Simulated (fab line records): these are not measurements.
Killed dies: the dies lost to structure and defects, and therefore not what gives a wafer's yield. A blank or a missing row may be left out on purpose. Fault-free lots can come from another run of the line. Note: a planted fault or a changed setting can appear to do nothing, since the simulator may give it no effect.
fab line records / flow rit_cmos
record: lots: 6 wafers: 18 last_day: 8
route steps=202 shown PSD@144 SDANNEAL@153 NSD@158 PLDD@159 NLDD@160 SILICIDE@161
lots that met no fault: from a run of the same line without faults
start_h: hours from the record's first day to the start of the lot's first wafer shown / wait_h: hours from the lot's prior step to this one / " same as the row above / L1.1+2: a single row standing in for several wafers / - no value, or no start given / * or withheld: withheld / < > ~ a bound
route shown NAME@n: NAME is a module with steps in the file, n the number in the route of the first one / usual: mean/standard deviation of fault-free wafers / same: alike in all rows / chamber/n: place in a boat / sites: the reading at each site / _std_site: the standard deviation of these / _edge_site: inner sites' mean taken away from outer sites' mean / radius_mm: how far each site lies from the wafer's centre / mask NAME#n: copy n / behind: the last tool/chamber to shape the wafer / hold: cause of the lot's hold/its duration in hours/its outcome / device: the transistor (n, p or np) that didn't switch / end of line: the same wafers' tests at the end of the route / a step with no rows: only its recipe / killed: dies that structure and defects cost at the first sort, which is not the same as the wafer's yield / map: shows each die of a wafer: x if killed, . if not, _ if none is there
set.NAME: the setting as run; set.NAME@STEP: as run at that earlier step / model.NAME: the simulator's own value behind a step, which no gauge read
lots at some steps of the route; a table a step, a row a wafer
services: the hour from which a tool's chamber was out of use, counted from the record's first day as start_h (under 0 if before that day), plus the number of hours and why
== steps ==
step: RIT_PSD_SOFTBAKE_02
recipe: resist: NOVOLAK temp_c: 90 time_s: 60
step: RIT_PSD_EXPOSE_03
recipe: mask_id: M10 na: 0.57 target_cd_nm: 40900 dose_mj: 250
step: RIT_PSD_PEB_04
recipe: resist: NOVOLAK temp_c: withheld time_s: withheld
step: RIT_PSD_DEVELOP_05
recipe: resist: NOVOLAK develop_time_s: 50 dev_temp_c: 23
step: RIT_PSD_OVL_MEAS_06
usual: PSD_OVL: -0.2/1.4
lot.wafer=L534.2 tool=overlay-01 chamber=- start_h=64.79 wait_h=- PSD_OVL[nm]=2.5
lot.wafer=L534.5 tool=overlay-01 chamber=- start_h=64.79 wait_h=- PSD_OVL[nm]=0.3
lot.wafer=L534.6 tool=overlay-01 chamber=- start_h=64.79 wait_h=- PSD_OVL[nm]=0.3
lot.wafer=L542.3 tool=overlay-02 chamber=- start_h=106.60 wait_h=- PSD_OVL[nm]=-2.7
lot.wafer=L542.4 tool=overlay-02 chamber=- start_h=106.60 wait_h=- PSD_OVL[nm]=-0.6
lot.wafer=L542.6 tool=overlay-02 chamber=- start_h=106.60 wait_h=- PSD_OVL[nm]=-1.3
lot.wafer=L547.1 tool=overlay-02 chamber=- start_h=135.86 wait_h=- PSD_OVL[nm]=-0.4
lot.wafer=L547.2 tool=overlay-02 chamber=- start_h=135.86 wait_h=- PSD_OVL[nm]=-1.8
lot.wafer=L547.5 tool=overlay-02 chamber=- start_h=135.86 wait_h=- PSD_OVL[nm]=-1.1
lot.wafer=L548.1 tool=overlay-01 chamber=- start_h=141.91 wait_h=- PSD_OVL[nm]=-0.6
lot.wafer=L548.4 tool=overlay-01 chamber=- start_h=141.91 wait_h=- PSD_OVL[nm]=-2.0
lot.wafer=L548.5 tool=overlay-01 chamber=- start_h=141.91 wait_h=- PSD_OVL[nm]=0.9
lot.wafer=L549.2 tool=overlay-01 chamber=- start_h=142.09 wait_h=- PSD_OVL[nm]=-1.2
lot.wafer=L549.3 tool=overlay-01 chamber=- start_h=142.09 wait_h=- PSD_OVL[nm]=0.6
lot.wafer=L549.6 tool=overlay-01 chamber=- start_h=142.09 wait_h=- PSD_OVL[nm]=-0.8
lot.wafer=L556.1 tool=overlay-02 chamber=- start_h=188.40 wait_h=- PSD_OVL[nm]=2.4
lot.wafer=L556.4 tool=overlay-02 chamber=- start_h=188.40 wait_h=- PSD_OVL[nm]=1.2
lot.wafer=L556.6 tool=overlay-02 chamber=- start_h=188.40 wait_h=- PSD_OVL[nm]=0.2
step: RIT_PSD_HARDBAKE_07
recipe: resist: NOVOLAK temp_c: 140 time_s: 60
step: RIT_PSD_IMPLANT_08
recipe: species: BF2 energy_kev: 27 dose_cm2: 5e+15 tilt_deg: 7
step: RIT_PSD_STRIP_09
recipe: chemistry: O2 time_s: 180 resist: NOVOLAK platen_temp_c: withheld power_w: 500 pressure_mtorr: 4000 o2_flow_sccm: 4000
usual: drypump_motor_current_A: 5.8/0.42
lot.wafer=L534.2 tool=plasma_asher-03 chamber=0 start_h=65.12 wait_h=0.1 drypump_motor_current_A=6.1 rf_hours_counter_h=27
lot.wafer=L534.5 tool=plasma_asher-03 chamber=0 start_h=65.12 wait_h=0.1 drypump_motor_current_A=6.1 rf_hours_counter_h=-
lot.wafer=L534.6 tool=plasma_asher-03 chamber=1 start_h=65.12 wait_h=0.1 drypump_motor_current_A=5.4 rf_hours_counter_h=-
lot.wafer=L542.3 tool=plasma_asher-03 chamber=0 start_h=107.15 wait_h=0.1 drypump_motor_current_A=6.2 rf_hours_counter_h=-
lot.wafer=L542.4 tool=plasma_asher-03 chamber=1 start_h=107.15 wait_h=0.1 drypump_motor_current_A=5.5 rf_hours_counter_h=-
lot.wafer=L542.6 tool=plasma_asher-03 chamber=0 start_h=107.15 wait_h=0.1 drypump_motor_current_A=6.2 rf_hours_counter_h=-
lot.wafer=L547.1 tool=plasma_asher-04 chamber=1 start_h=136.20 wait_h=0.1 drypump_motor_current_A=6.1 rf_hours_counter_h=52
lot.wafer=L547.2 tool=plasma_asher-04 chamber=0 start_h=136.20 wait_h=0.1 drypump_motor_current_A=5.1 rf_hours_counter_h=52
lot.wafer=L547.5 tool=plasma_asher-04 chamber=1 start_h=136.20 wait_h=0.1 drypump_motor_current_A=6.2 rf_hours_counter_h=-
lot.wafer=L548.1 tool=plasma_asher-04 chamber=1 start_h=142.25 wait_h=0.1 drypump_motor_current_A=6.1 rf_hours_counter_h=53
lot.wafer=L548.4 tool=plasma_asher-04 chamber=0 start_h=142.25 wait_h=0.1 drypump_motor_current_A=5.1 rf_hours_counter_h=-
lot.wafer=L548.5 tool=plasma_asher-04 chamber=1 start_h=142.25 wait_h=0.1 drypump_motor_current_A=6.1 rf_hours_counter_h=-
lot.wafer=L549.2 tool=plasma_asher-02 chamber=0 start_h=142.42 wait_h=0.1 drypump_motor_current_A=6.0 rf_hours_counter_h=2
lot.wafer=L549.3 tool=plasma_asher-02 chamber=0 start_h=142.42 wait_h=0.1 drypump_motor_current_A=6.1 rf_hours_counter_h=-
lot.wafer=L549.6 tool=plasma_asher-02 chamber=1 start_h=142.42 wait_h=0.1 drypump_motor_current_A=6.1 rf_hours_counter_h=-
lot.wafer=L556.1 tool=plasma_asher-02 chamber=0 start_h=188.74 wait_h=0.1 drypump_motor_current_A=6.1 rf_hours_counter_h=7
lot.wafer=L556.4 tool=plasma_asher-02 chamber=1 start_h=188.74 wait_h=0.1 drypump_motor_current_A=6.1 rf_hours_counter_h=-
lot.wafer=L556.6 tool=plasma_asher-02 chamber=0 start_h=188.74 wait_h=0.1 drypump_motor_current_A=6.1 rf_hours_counter_h=-
step: RIT_PSD_TW_MEAS_10
usual: PSD_TW: 3441/24
lot.wafer=L534.2 tool=film_metro-01 chamber=- start_h=65.31 wait_h=0.1 PSD_TW=3414
lot.wafer=L534.5 tool=film_metro-01 chamber=- start_h=65.31 wait_h=0.1 PSD_TW=3419
lot.wafer=L534.6 tool=film_metro-01 chamber=- start_h=65.31 wait_h=0.1 PSD_TW=3401
lot.wafer=L542.3 tool=film_metro-02 chamber=- start_h=107.29 wait_h=0.1 PSD_TW=3455
lot.wafer=L542.4 tool=film_metro-02 chamber=- start_h=107.29 wait_h=0.1 PSD_TW=3449
lot.wafer=L542.6 tool=film_metro-02 chamber=- start_h=107.29 wait_h=0.1 PSD_TW=3446
lot.wafer=L547.1 tool=film_metro-03 chamber=- start_h=136.37 wait_h=0.1 PSD_TW=3449
lot.wafer=L547.2 tool=film_metro-03 chamber=- start_h=136.37 wait_h=0.1 PSD_TW=3458
lot.wafer=L547.5 tool=film_metro-03 chamber=- start_h=136.37 wait_h=0.1 PSD_TW=3439
lot.wafer=L548.1 tool=film_metro-03 chamber=- start_h=142.42 wait_h=0.1 PSD_TW=3465
lot.wafer=L548.4 tool=film_metro-03 chamber=- start_h=142.42 wait_h=0.1 PSD_TW=3443
lot.wafer=L548.5 tool=film_metro-03 chamber=- start_h=142.42 wait_h=0.1 PSD_TW=3439
lot.wafer=L549.2 tool=film_metro-02 chamber=- start_h=142.61 wait_h=0.1 PSD_TW=3469
lot.wafer=L549.3 tool=film_metro-02 chamber=- start_h=142.61 wait_h=0.1 PSD_TW=3458
lot.wafer=L549.6 tool=film_metro-02 chamber=- start_h=142.61 wait_h=0.1 PSD_TW=3455
lot.wafer=L556.1 tool=film_metro-03 chamber=- start_h=188.91 wait_h=0.1 PSD_TW=3438
lot.wafer=L556.4 tool=film_metro-03 chamber=- start_h=188.91 wait_h=0.1 PSD_TW=3447
lot.wafer=L556.6 tool=film_metro-03 chamber=- start_h=188.91 wait_h=0.1 PSD_TW=3442
step: RIT_SDANNEAL_CLEAN_00
recipe: chemistry: SC1 mix: 3:3:50 time_s: 600 temp_c: 74.13
step: RIT_SDANNEAL_CLEAN_01
recipe: chemistry: dHF dilution: 50:1 time_s: 30
step: RIT_SDANNEAL_CLEAN_02
recipe: chemistry: SC2 mix: 3:3:50 time_s: 600 temp_c: 75 dry: n2_spin
step: RIT_SDANNEAL_RTA_03
recipe: temp_c: 1050 time_s: 5 idle_temp_c: 600 ramp_up_c_per_s: 342 ramp_down_c_per_s: 171 cool_to_c: 600 ambient: N2
usual: wafer_temp_C_max: 1053.4/1.3
lot.wafer=L534.2 tool=rtp_anneal-02 chamber=0 start_h=65.75 wait_h=0.0 wafer_temp_C_max=1054.0
lot.wafer=L534.5 tool=rtp_anneal-02 chamber=0 start_h=65.75 wait_h=0.0 wafer_temp_C_max=1051.2
lot.wafer=L534.6 tool=rtp_anneal-02 chamber=0 start_h=65.75 wait_h=0.0 wafer_temp_C_max=1052.4
lot.wafer=L542.3 tool=rtp_anneal-01 chamber=0 start_h=107.73 wait_h=0.0 wafer_temp_C_max=1053.9
lot.wafer=L542.4 tool=rtp_anneal-01 chamber=0 start_h=107.73 wait_h=0.0 wafer_temp_C_max=1052.1
lot.wafer=L542.6 tool=rtp_anneal-01 chamber=0 start_h=107.73 wait_h=0.0 wafer_temp_C_max=1055.4
lot.wafer=L547.1 tool=rtp_anneal-02 chamber=0 start_h=136.82 wait_h=0.0 wafer_temp_C_max=988.2
lot.wafer=L547.2 tool=rtp_anneal-02 chamber=0 start_h=136.82 wait_h=0.0 wafer_temp_C_max=987.8
lot.wafer=L547.5 tool=rtp_anneal-02 chamber=0 start_h=136.82 wait_h=0.0 wafer_temp_C_max=987.0
lot.wafer=L548.1 tool=rtp_anneal-01 chamber=0 start_h=142.87 wait_h=0.0 wafer_temp_C_max=1053.3
lot.wafer=L548.4 tool=rtp_anneal-01 chamber=0 start_h=142.87 wait_h=0.0 wafer_temp_C_max=1053.8
lot.wafer=L548.5 tool=rtp_anneal-01 chamber=0 start_h=142.87 wait_h=0.0 wafer_temp_C_max=1051.1
lot.wafer=L549.2 tool=rtp_anneal-02 chamber=0 start_h=143.10 wait_h=0.0 wafer_temp_C_max=986.7
lot.wafer=L549.3 tool=rtp_anneal-02 chamber=0 start_h=143.10 wait_h=0.0 wafer_temp_C_max=986.5
lot.wafer=L549.6 tool=rtp_anneal-02 chamber=0 start_h=143.10 wait_h=0.0 wafer_temp_C_max=986.7
lot.wafer=L556.1 tool=rtp_anneal-01 chamber=0 start_h=189.37 wait_h=0.0 wafer_temp_C_max=1054.3
lot.wafer=L556.4 tool=rtp_anneal-01 chamber=0 start_h=189.37 wait_h=0.0 wafer_temp_C_max=1052.9
lot.wafer=L556.6 tool=rtp_anneal-01 chamber=0 start_h=189.37 wait_h=0.0 wafer_temp_C_max=1052.3
step: RIT_SDANNEAL_RS_MEAS_04
recipe: thk_meas_gauge: four-point-probe
usual: PSD_RS: 115.9/0.31
lot.wafer=L534.2 tool=film_metro-01 chamber=- start_h=65.82 wait_h=0.1 PSD_RS[ohm/sq]=116.6
lot.wafer=L534.5 tool=film_metro-01 chamber=- start_h=65.82 wait_h=0.1 PSD_RS[ohm/sq]=116.4
lot.wafer=L534.6 tool=film_metro-01 chamber=- start_h=65.82 wait_h=0.1 PSD_RS[ohm/sq]=116.1
lot.wafer=L542.3 tool=film_metro-03 chamber=- start_h=107.85 wait_h=0.1 PSD_RS[ohm/sq]=115.8
lot.wafer=L542.4 tool=film_metro-03 chamber=- start_h=107.85 wait_h=0.1 PSD_RS[ohm/sq]=116.3
lot.wafer=L542.6 tool=film_metro-03 chamber=- start_h=107.85 wait_h=0.1 PSD_RS[ohm/sq]=116.0
lot.wafer=L547.1 tool=film_metro-03 chamber=- start_h=136.87 wait_h=0.0 PSD_RS[ohm/sq]=165.7
lot.wafer=L547.2 tool=film_metro-03 chamber=- start_h=136.87 wait_h=0.0 PSD_RS[ohm/sq]=166.1
lot.wafer=L547.5 tool=film_metro-03 chamber=- start_h=136.87 wait_h=0.0 PSD_RS[ohm/sq]=165.7
lot.wafer=L548.1 tool=film_metro-03 chamber=- start_h=142.93 wait_h=0.0 PSD_RS[ohm/sq]=115.9
lot.wafer=L548.4 tool=film_metro-03 chamber=- start_h=142.93 wait_h=0.0 PSD_RS[ohm/sq]=116.1
lot.wafer=L548.5 tool=film_metro-03 chamber=- start_h=142.93 wait_h=0.0 PSD_RS[ohm/sq]=116.4
lot.wafer=L549.2 tool=film_metro-02 chamber=- start_h=143.17 wait_h=0.1 PSD_RS[ohm/sq]=166.1
lot.wafer=L549.3 tool=film_metro-02 chamber=- start_h=143.17 wait_h=0.1 PSD_RS[ohm/sq]=166.2
lot.wafer=L549.6 tool=film_metro-02 chamber=- start_h=143.17 wait_h=0.1 PSD_RS[ohm/sq]=165.9
lot.wafer=L556.1 tool=film_metro-02 chamber=- start_h=189.43 wait_h=0.0 PSD_RS[ohm/sq]=115.4
lot.wafer=L556.4 tool=film_metro-02 chamber=- start_h=189.43 wait_h=0.0 PSD_RS[ohm/sq]=115.4
lot.wafer=L556.6 tool=film_metro-02 chamber=- start_h=189.43 wait_h=0.0 PSD_RS[ohm/sq]=115.3
step: RIT_SDANNEAL_RS_MEAS_05
recipe: thk_meas_gauge: four-point-probe
usual: NSD_RS: 84.61/0.26
lot.wafer=L534.2 tool=film_metro-01 chamber=- start_h=65.94 wait_h=0.1 NSD_RS[ohm/sq]=84.73
lot.wafer=L534.5 tool=film_metro-01 chamber=- start_h=65.94 wait_h=0.1 NSD_RS[ohm/sq]=84.65
lot.wafer=L534.6 tool=film_metro-01 chamber=- start_h=65.94 wait_h=0.1 NSD_RS[ohm/sq]=84.71
lot.wafer=L542.3 tool=film_metro-03 chamber=- start_h=107.97 wait_h=0.1 NSD_RS[ohm/sq]=84.67
lot.wafer=L542.4 tool=film_metro-03 chamber=- start_h=107.97 wait_h=0.1 NSD_RS[ohm/sq]=84.78
lot.wafer=L542.6 tool=film_metro-03 chamber=- start_h=107.97 wait_h=0.1 NSD_RS[ohm/sq]=84.78
lot.wafer=L547.1 tool=film_metro-03 chamber=- start_h=136.99 wait_h=0.1 NSD_RS[ohm/sq]=87.10
lot.wafer=L547.2 tool=film_metro-03 chamber=- start_h=136.99 wait_h=0.1 NSD_RS[ohm/sq]=87.04
lot.wafer=L547.5 tool=film_metro-03 chamber=- start_h=136.99 wait_h=0.1 NSD_RS[ohm/sq]=87.10
lot.wafer=L548.1 tool=film_metro-03 chamber=- start_h=143.05 wait_h=0.1 NSD_RS[ohm/sq]=84.47
lot.wafer=L548.4 tool=film_metro-03 chamber=- start_h=143.05 wait_h=0.1 NSD_RS[ohm/sq]=84.83
lot.wafer=L548.5 tool=film_metro-03 chamber=- start_h=143.05 wait_h=0.1 NSD_RS[ohm/sq]=84.71
lot.wafer=L549.2 tool=film_metro-02 chamber=- start_h=143.29 wait_h=0.1 NSD_RS[ohm/sq]=87.71
lot.wafer=L549.3 tool=film_metro-02 chamber=- start_h=143.29 wait_h=0.1 NSD_RS[ohm/sq]=87.54
lot.wafer=L549.6 tool=film_metro-02 chamber=- start_h=143.29 wait_h=0.1 NSD_RS[ohm/sq]=87.47
lot.wafer=L556.1 tool=film_metro-02 chamber=- start_h=189.55 wait_h=0.1 NSD_RS[ohm/sq]=84.62
lot.wafer=L556.4 tool=film_metro-02 chamber=- start_h=189.55 wait_h=0.1 NSD_RS[ohm/sq]=84.79
lot.wafer=L556.6 tool=film_metro-02 chamber=- start_h=189.55 wait_h=0.1 NSD_RS[ohm/sq]=84.76
step: RIT_SDANNEAL_RS_MEAS_06
recipe: thk_meas_gauge: four-point-probe
usual: PLDD_RS: 178.7/0.52
lot.wafer=L534.2 tool=film_metro-01 chamber=- start_h=66.06 wait_h=0.1 PLDD_RS[ohm/sq]=179.0
lot.wafer=L534.5 tool=film_metro-01 chamber=- start_h=66.06 wait_h=0.1 PLDD_RS[ohm/sq]=178.8
lot.wafer=L534.6 tool=film_metro-01 chamber=- start_h=66.06 wait_h=0.1 PLDD_RS[ohm/sq]=179.3
lot.wafer=L542.3 tool=film_metro-03 chamber=- start_h=108.09 wait_h=0.1 PLDD_RS[ohm/sq]=178.1
lot.wafer=L542.4 tool=film_metro-03 chamber=- start_h=108.09 wait_h=0.1 PLDD_RS[ohm/sq]=178.4
lot.wafer=L542.6 tool=film_metro-03 chamber=- start_h=108.09 wait_h=0.1 PLDD_RS[ohm/sq]=178.1
lot.wafer=L547.1 tool=film_metro-03 chamber=- start_h=137.11 wait_h=0.1 PLDD_RS[ohm/sq]=245.8
lot.wafer=L547.2 tool=film_metro-03 chamber=- start_h=137.11 wait_h=0.1 PLDD_RS[ohm/sq]=246.5
lot.wafer=L547.5 tool=film_metro-03 chamber=- start_h=137.11 wait_h=0.1 PLDD_RS[ohm/sq]=245.7
lot.wafer=L548.1 tool=film_metro-03 chamber=- start_h=143.17 wait_h=0.1 PLDD_RS[ohm/sq]=178.2
lot.wafer=L548.4 tool=film_metro-03 chamber=- start_h=143.17 wait_h=0.1 PLDD_RS[ohm/sq]=178.1
lot.wafer=L548.5 tool=film_metro-03 chamber=- start_h=143.17 wait_h=0.1 PLDD_RS[ohm/sq]=178.8
lot.wafer=L549.2 tool=film_metro-02 chamber=- start_h=143.41 wait_h=0.1 PLDD_RS[ohm/sq]=246.2
lot.wafer=L549.3 tool=film_metro-02 chamber=- start_h=143.41 wait_h=0.1 PLDD_RS[ohm/sq]=246.7
lot.wafer=L549.6 tool=film_metro-02 chamber=- start_h=143.41 wait_h=0.1 PLDD_RS[ohm/sq]=246.2
lot.wafer=L556.1 tool=film_metro-02 chamber=- start_h=189.67 wait_h=0.1 PLDD_RS[ohm/sq]=178.3
lot.wafer=L556.4 tool=film_metro-02 chamber=- start_h=189.67 wait_h=0.1 PLDD_RS[ohm/sq]=178.0
lot.wafer=L556.6 tool=film_metro-02 chamber=- start_h=189.67 wait_h=0.1 PLDD_RS[ohm/sq]=178.1
step: RIT_SDANNEAL_RS_MEAS_07
recipe: thk_meas_gauge: four-point-probe
usual: NLDD_RS: 151.8/0.59
lot.wafer=L534.2 tool=film_metro-01 chamber=- start_h=66.18 wait_h=0.1 NLDD_RS[ohm/sq]=152.0
lot.wafer=L534.5 tool=film_metro-01 chamber=- start_h=66.18 wait_h=0.1 NLDD_RS[ohm/sq]=152.5
lot.wafer=L534.6 tool=film_metro-01 chamber=- start_h=66.18 wait_h=0.1 NLDD_RS[ohm/sq]=152.8
lot.wafer=L542.3 tool=film_metro-03 chamber=- start_h=108.21 wait_h=0.1 NLDD_RS[ohm/sq]=151.6
lot.wafer=L542.4 tool=film_metro-03 chamber=- start_h=108.21 wait_h=0.1 NLDD_RS[ohm/sq]=151.1
lot.wafer=L542.6 tool=film_metro-03 chamber=- start_h=108.21 wait_h=0.1 NLDD_RS[ohm/sq]=151.3
lot.wafer=L547.1 tool=film_metro-03 chamber=- start_h=137.23 wait_h=0.1 NLDD_RS[ohm/sq]=153.6
lot.wafer=L547.2 tool=film_metro-03 chamber=- start_h=137.23 wait_h=0.1 NLDD_RS[ohm/sq]=153.1
lot.wafer=L547.5 tool=film_metro-03 chamber=- start_h=137.23 wait_h=0.1 NLDD_RS[ohm/sq]=153.1
lot.wafer=L548.1 tool=film_metro-03 chamber=- start_h=143.29 wait_h=0.1 NLDD_RS[ohm/sq]=151.6
lot.wafer=L548.4 tool=film_metro-03 chamber=- start_h=143.29 wait_h=0.1 NLDD_RS[ohm/sq]=151.8
lot.wafer=L548.5 tool=film_metro-03 chamber=- start_h=143.29 wait_h=0.1 NLDD_RS[ohm/sq]=151.9
lot.wafer=L549.2 tool=film_metro-02 chamber=- start_h=143.53 wait_h=0.1 NLDD_RS[ohm/sq]=153.8
lot.wafer=L549.3 tool=film_metro-02 chamber=- start_h=143.53 wait_h=0.1 NLDD_RS[ohm/sq]=153.6
lot.wafer=L549.6 tool=film_metro-02 chamber=- start_h=143.53 wait_h=0.1 NLDD_RS[ohm/sq]=153.8
lot.wafer=L556.1 tool=film_metro-02 chamber=- start_h=189.79 wait_h=0.1 NLDD_RS[ohm/sq]=152.3
lot.wafer=L556.4 tool=film_metro-02 chamber=- start_h=189.79 wait_h=0.1 NLDD_RS[ohm/sq]=151.7
lot.wafer=L556.6 tool=film_metro-02 chamber=- start_h=189.79 wait_h=0.1 NLDD_RS[ohm/sq]=151.9
step: RIT_SILICIDE_WET_ETCH_00
recipe: chemistry: BOE target: SiO2 target_depth_nm: 14 time_s: 15 dry: n2_spin dilution: 10:1 temp_c: 21.5
== services ==
tool=plasma_asher-02 chamber=- start_h=68.80 hours=1.6 kind=repair
tool=plasma_asher-03 chamber=- start_h=103.58 hours=2.8 kind=pm
tool=plasma_asher-02 chamber=- start_h=108.75 hours=9.0 kind=pm
tool=plasma_asher-02 chamber=0 start_h=108.75 hours=9.0 kind=vent_cycle
tool=plasma_asher-02 chamber=1 start_h=108.75 hours=9.0 kind=vent_cycle
tool=plasma_asher-02 chamber=0 start_h=117.75 hours=- kind=clean
tool=plasma_asher-02 chamber=1 start_h=117.75 hours=- kind=clean
== key ==
first_sign: step: RIT_SDANNEAL_RTA_03 reading: wafer_temp_C_max direction: down sigmas: 51 usual: * struck: *
effect: step: RIT_SDANNEAL_RS_MEAS_04 reading: PSD_RS direction: up sigmas: 99+ usual: 115.9 struck: 166.0
effect: step: RIT_SDANNEAL_RS_MEAS_05 reading: NSD_RS direction: up sigmas: 10 usual: 84.61 struck: 87.33
effect: step: RIT_SDANNEAL_RS_MEAS_06 reading: PLDD_RS direction: up sigmas: 99+ usual: 178.7 struck: 246.2
effect: step: RIT_SDANNEAL_RS_MEAS_07 reading: NLDD_RS direction: up sigmas: 2.8 usual: 151.8 struck: 153.5
met_at RIT_SDANNEAL_RTA_03
struck_wafers L547.1,L547.2,L547.5,L549.2,L549.3,L549.6
tester_left_out L547,L549
onset_between 65.75 136.82
fault: kind: process_parameter_drift tool: rtp_anneal-02 chamber: - onset_h: 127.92 steps: RIT_SDANNEAL_RTA_03 channel: temp_c offset: * shape: step end_h: 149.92 acts_in: * stated: *
tester_left_out: of these lots the tester's yield and bins aren't shown, on N5 and GAA mostly nor the transistor test; their killed dies are dies lost to structure and defects alone, not to doping, threshold or leakage, so they don't give the yield
